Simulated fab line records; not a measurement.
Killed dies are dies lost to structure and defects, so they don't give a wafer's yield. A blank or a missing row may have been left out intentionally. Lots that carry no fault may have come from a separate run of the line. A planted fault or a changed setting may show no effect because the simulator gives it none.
Matching of chambers + flow berkeleyCmos170 + cmp-02 running UCB170_V2_CMP_02: 4 sister chambers
The step polishes SiO2. 8 wafers are shown with their chamber, then 7 later ones without.

## EACH WAFER AND ITS CHAMBER
| wafer  | chamber | motorCurrentA (A) |
|--------|---------|-------------------|
| L236.3 | 2       | 16.4              |
| L240.3 | 0       | 15.4              |
| L240.4 | 2       | 17.3              |
| L240.5 | 1       | 14.2              |
| L243.3 | 0       | 15.5              |
| L243.6 | 3       | 14.4              |
| L241.1 | 3       | 14.5              |
| L241.2 | 1       | 14.1              |

## WAFERS WHOSE CHAMBER IS MISSING
| wafer  | motorCurrentA (A) |
|--------|-------------------|
| L241.6 | 15.5              |
| L253.2 | 14.7              |
| L253.3 | 14.6              |
| L253.5 | 15.6              |
| L258.1 | 17.9              |
| L258.2 | 16.1              |
| L258.5 | 17.2              |

## CHAMBER TAKEN BY EACH
| wafer  | from the rows above          | in truth                   |
|--------|------------------------------|----------------------------|
| L241.6 | 0                            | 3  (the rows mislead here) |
| L253.2 | can't be placed: 3 or 1 or 0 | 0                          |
| L253.3 | can't be placed: 3 or 1      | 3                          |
| L253.5 | 0                            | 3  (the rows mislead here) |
| L258.1 | 2                            | 2                          |
| L258.2 | can't be placed: 0 or 2      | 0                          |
| L258.5 | 2                            | 2                          |
Correctly placed: 2 of 7. Can't be placed from these rows: 3 (the true chamber is among the candidates in 3). Wrongly placed: 2.
How it was worked out, from the rows above alone: a wafer's distance from a chamber is the root of the sum, over the readings, of the square of ((its reading less the chamber's mean) divided by the reading's scatter). If the next closest chamber is less than 2 further off than the closest, the wafer can't be placed; otherwise it belongs to the closest. A chamber's mean is the mean of its shown wafers. How the scatter is found: for the shown wafers, subtract from each reading the mean of its chamber, square and add these, divide the total by (wafers less chambers), then take the root.
